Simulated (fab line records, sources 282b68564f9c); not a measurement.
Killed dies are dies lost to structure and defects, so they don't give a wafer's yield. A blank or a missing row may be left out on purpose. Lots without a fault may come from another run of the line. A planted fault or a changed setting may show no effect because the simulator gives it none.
Which tool did it? | flow rit_cmos | 15 lots, 45 wafers sampled, at 6 steps of a route of 202

WHAT THE GAUGES READ, wafer by wafer
RIT_PWELL_TW_MEAS_10. Usual: PWELL_TW 952, standard deviation 4.9.
lot  | measured    | on            | PWELL_TW       | flag
L677 | day 1 23:59 | film_metro-01 | 960 953 957    |
L678 | day 2 06:29 | film_metro-01 | 956 959 958    |
L679 | day 2 10:36 | film_metro-04 | 955 954 955    |
L680 | day 2 14:32 | film_metro-04 | 954 961 962    |
L681 | day 2 18:32 | film_metro-02 | 947 955 949    |
L682 | day 2 23:29 | film_metro-01 | 955 960 953    |
L684 | day 3 11:02 | film_metro-01 | 952 949 952    |
L685 | day 3 19:00 | film_metro-04 | 944 948 944    |
L687 | day 4 00:33 | film_metro-04 | 950 949 946    |
L688 | day 4 09:47 | film_metro-01 | 949 952 949    |
L689 | day 4 15:36 | film_metro-04 | 954 950 951    |
L690 | day 4 16:02 | film_metro-01 | 1189 1191 1191 | OFF
L691 | day 4 22:20 | film_metro-02 | 950 949 949    |
L694 | day 5 17:35 | film_metro-02 | 1185 1186 1183 | OFF
L695 | day 5 17:50 | film_metro-01 | 1191 1190 1190 | OFF

RIT_WELLDRIVE_RS_MEAS_02: measures by four-point-probe. Usual: PWELL_RS 429.1 ohm/sq, standard deviation 1.1.
lot  | measured    | on            | PWELL_RS (ohm/sq) | flag
L677 | day 2 05:15 | film_metro-02 | 427.7 428.8 429.3 |
L678 | day 2 11:46 | film_metro-04 | 429.4 431.4 429.7 |
L679 | day 2 15:52 | film_metro-04 | 429.7 427.2 429.1 |
L680 | day 2 19:49 | film_metro-02 | 428.4 427.6 428.3 |
L681 | day 2 23:47 | film_metro-04 | 429.6 429.5 429.6 |
L682 | day 3 05:08 | film_metro-02 | 428.0 428.7 428.8 |
L684 | day 3 16:18 | film_metro-02 | 431.8 430.1 430.4 |
L685 | day 4 00:16 | film_metro-01 | 427.6 426.2 429.0 |
L687 | day 4 07:32 | film_metro-02 | 428.6 429.0 429.2 |
L688 | day 4 15:28 | film_metro-02 | 429.6 430.1 428.8 |
L689 | day 4 20:52 | film_metro-01 | 429.3 429.7 429.7 |
L690 | day 4 21:53 | film_metro-01 | 280.2 279.7 280.4 | OFF
L691 | day 5 04:19 | film_metro-02 | 427.4 429.1 428.3 |
L694 | day 5 22:55 | film_metro-02 | 279.2 279.7 278.7 | OFF
L695 | day 6 03:47 | film_metro-02 | 280.8 280.3 280.7 | OFF

RIT_NRETRO_OVL_MEAS_06. Usual: NRETRO_OVL 1.1 nm, standard deviation 1.4.
lot  | measured    | on         | NRETRO_OVL (nm) | flag
L677 | day 2 06:28 | overlay-01 | 4.8 5.3 2.2     |
L678 | day 2 12:50 | overlay-02 | 1.6 0.8 0.7     |
L679 | day 2 16:59 | overlay-02 | 0.6 -0.9 -1.4   |
L680 | day 2 20:48 | overlay-01 | 1.0 1.3 0.1     |
L681 | day 3 00:55 | overlay-02 | 1.1 1.7 -0.6    |
L682 | day 3 06:18 | overlay-01 | -1.3 -0.8 -2.6  |
L684 | day 3 17:18 | overlay-02 | -0.2 -0.3 1.1   |
L685 | day 4 01:16 | overlay-01 | 2.2 0.7 0.8     |
L687 | day 4 08:32 | overlay-02 | 2.5 3.8 1.5     |
L688 | day 4 16:35 | overlay-02 | 2.2 1.4 3.2     |
L689 | day 4 21:58 | overlay-02 | 0.9 1.6 1.9     |
L690 | day 4 22:59 | overlay-01 | 0.7 -0.6 1.6    |
L691 | day 5 05:23 | overlay-01 | 0.1 0.7 0.1     |
L694 | day 6 00:08 | overlay-02 | 0.2 0.5 1.2     |
L695 | day 6 04:52 | overlay-02 | -2.3 1.0 0.8    |

RIT_M1_RS_MEAS_01: measures by four-point-probe. Usual: M1_AL_RS 0.0780 ohm/sq, standard deviation 0.00096.
lot  | measured    | on            | M1_AL_RS (ohm/sq)    | flag
L677 | day 3 05:43 | film_metro-04 | 0.0773 0.0790 0.0779 |
L678 | day 3 12:22 | film_metro-04 | 0.0777 0.0779 0.0785 |
L679 | day 3 17:08 | film_metro-04 | 0.0781 0.0772 0.0772 |
L680 | day 4 00:32 | film_metro-03 | 0.0763 0.0761 0.0776 |
L681 | day 4 02:28 | film_metro-04 | 0.0783 0.0780 0.0783 |
L682 | day 4 05:58 | film_metro-01 | 0.0771 0.0773 0.0771 |
L684 | day 4 21:16 | film_metro-04 | 0.0781 0.0772 0.0790 |
L685 | day 5 02:24 | film_metro-04 | 0.0761 0.0787 0.0766 |
L687 | day 5 09:41 | film_metro-04 | 0.0785 0.0793 0.0792 |
L688 | day 5 22:25 | film_metro-03 | 0.0777 0.0783 0.0772 |
L689 | day 6 01:23 | film_metro-01 | 0.0802 0.0772 0.0790 |
L690 | day 6 02:26 | film_metro-01 | 0.0786 0.0775 0.0789 |
L691 | day 6 06:54 | film_metro-01 | 0.0789 0.0780 0.0786 |
L694 | day 7 05:10 | film_metro-04 | 0.0783 0.0773 0.0782 |
L695 | day 7 08:46 | film_metro-04 | 0.0798 0.0798 0.0802 |

WHICH TOOL RAN EACH LOT (tool, then ch and the chambers of the sampled wafers, then the start)
lot  | RIT_PWELL_IMPLANT_08           | RIT_GATE_STRIP_20
L677 | implanter-03 ch 0, day 1 23:40 | plasma_asher-01 ch 0,1, day 2 14:05
L678 | implanter-04 ch 0, day 2 06:10 | plasma_asher-04 ch 0,1, day 2 20:40
L679 | implanter-03 ch 0, day 2 10:17 | plasma_asher-01 ch 0,1, day 3 00:16
L680 | implanter-04 ch 0, day 2 14:14 | plasma_asher-01 ch 0,1, day 3 07:33
L681 | implanter-04 ch 0, day 2 18:13 | plasma_asher-02 ch 0,1, day 3 09:27
L682 | implanter-01 ch 0, day 2 23:11 | plasma_asher-04 ch 0,1, day 3 13:38
L684 | implanter-01 ch 0, day 3 10:43 | plasma_asher-02 ch 0,1, day 4 05:20
L685 | implanter-03 ch 0, day 3 18:40 | plasma_asher-01 ch 0,1, day 4 10:43
L687 | implanter-04 ch 0, day 4 00:13 | plasma_asher-04 ch 0,1, day 4 16:48
L688 | implanter-04 ch 0, day 4 09:28 | plasma_asher-02 ch 0,1, day 5 04:16
L689 | implanter-03 ch 0, day 4 15:17 | plasma_asher-04 ch 0,1, day 5 05:38
L690 | implanter-04 ch 0, day 4 15:25 | plasma_asher-02 ch 0, day 5 06:37
L691 | implanter-03 ch 0, day 4 22:04 | plasma_asher-04 ch 0,1, day 5 14:44
L694 | implanter-01 ch 0, day 5 16:58 | plasma_asher-04 ch 0,1, day 6 08:29
L695 | implanter-04 ch 0, day 5 17:14 | plasma_asher-04 ch 0,1, day 6 14:29
- RIT_PWELL_IMPLANT_08
- RIT_GATE_STRIP_20: strips in O2, time 180 s.

WHAT THE TOOLS THEMSELVES READ (means of the sampled wafers that have a number; where no wafer has one, the mark that the record gives instead)
RIT_PWELL_IMPLANT_08. Usual: beam_energy_keV 170.00, standard deviation 0.052; faraday_current_uA 222, standard deviation 4.2.
lot  | tool         | beam_energy_keV | faraday_current_uA | flag
L677 | implanter-03 | 169.93          | 222                |
L678 | implanter-04 | 170.03          | 225                |
L679 | implanter-03 | 169.99          | 219                |
L680 | implanter-04 | 169.98          | 223                |
L681 | implanter-04 | 170.04          | 222                |
L682 | implanter-01 | 169.97          | 223                |
L684 | implanter-01 | 170.00          | 223                |
L685 | implanter-03 | 170.05          | 220                |
L687 | implanter-04 | 169.96          | 221                |
L688 | implanter-04 | 169.89          | 223                |
L689 | implanter-03 | 169.97          | 223                |
L690 | implanter-04 | 170.03          | 223                |
L691 | implanter-03 | 170.03          | 226                |
L694 | implanter-01 | 169.95          | 220                |
L695 | implanter-04 | 169.97          | 222                |

RIT_GATE_STRIP_20. Usual: chamber_pressure_mTorr 4000 mTorr, standard deviation 4.1; drypump_motor_current_A 5.6 A, standard deviation 0.47.
lot  | tool            | chamber_pressure_mTorr (mTorr) | drypump_motor_current_A (A) | flag
L677 | plasma_asher-01 | 4005                           | 5.2                         |
L678 | plasma_asher-04 | 4001                           | 5.5                         |
L679 | plasma_asher-01 | 3997                           | 5.6                         |
L680 | plasma_asher-01 | 3999                           | 5.2                         |
L681 | plasma_asher-02 | 4000                           | 6.1                         |
L682 | plasma_asher-04 | 3999                           | 5.5                         |
L684 | plasma_asher-02 | 4000                           | 6.0                         |
L685 | plasma_asher-01 | 3998                           | 5.6                         |
L687 | plasma_asher-04 | 3998                           | 5.5                         |
L688 | plasma_asher-02 | 4006                           | 6.0                         |
L689 | plasma_asher-04 | 4003                           | 5.5                         |
L690 | plasma_asher-02 | 3999                           | 6.5                         |
L691 | plasma_asher-04 | 3999                           | 5.6                         |
L694 | plasma_asher-04 | 4001                           | 5.5                         |
L695 | plasma_asher-04 | 4004                           | 5.5                         |

THE ANSWER, worked out from the rows above alone
Rule: a lot is off if the mean of its wafers that have a number lies more than 3 standard deviations from the usual mean. A lot without any number at a reading at which 4 lots or more have one is off too. The other lots that the step has rows for count as sound. The gauges are gone through in route order, then the tools' own readings, and for those a lot's mean is taken as printed above. The first step at which some lot is off is used, and at that step the reading that is off furthest; a lot without a number counts as furthest.
Off: L690, L694, L695, at RIT_PWELL_TW_MEAS_10 (PWELL_TW).
A tool fits if, at a process step before that reading, it ran every lot that is off, and no sound lot after the first of them. The gauges at RIT_PWELL_TW_MEAS_10 are tried like those tools. None of those tried fits.

WHAT THE SIMULATOR HAD PUT IN
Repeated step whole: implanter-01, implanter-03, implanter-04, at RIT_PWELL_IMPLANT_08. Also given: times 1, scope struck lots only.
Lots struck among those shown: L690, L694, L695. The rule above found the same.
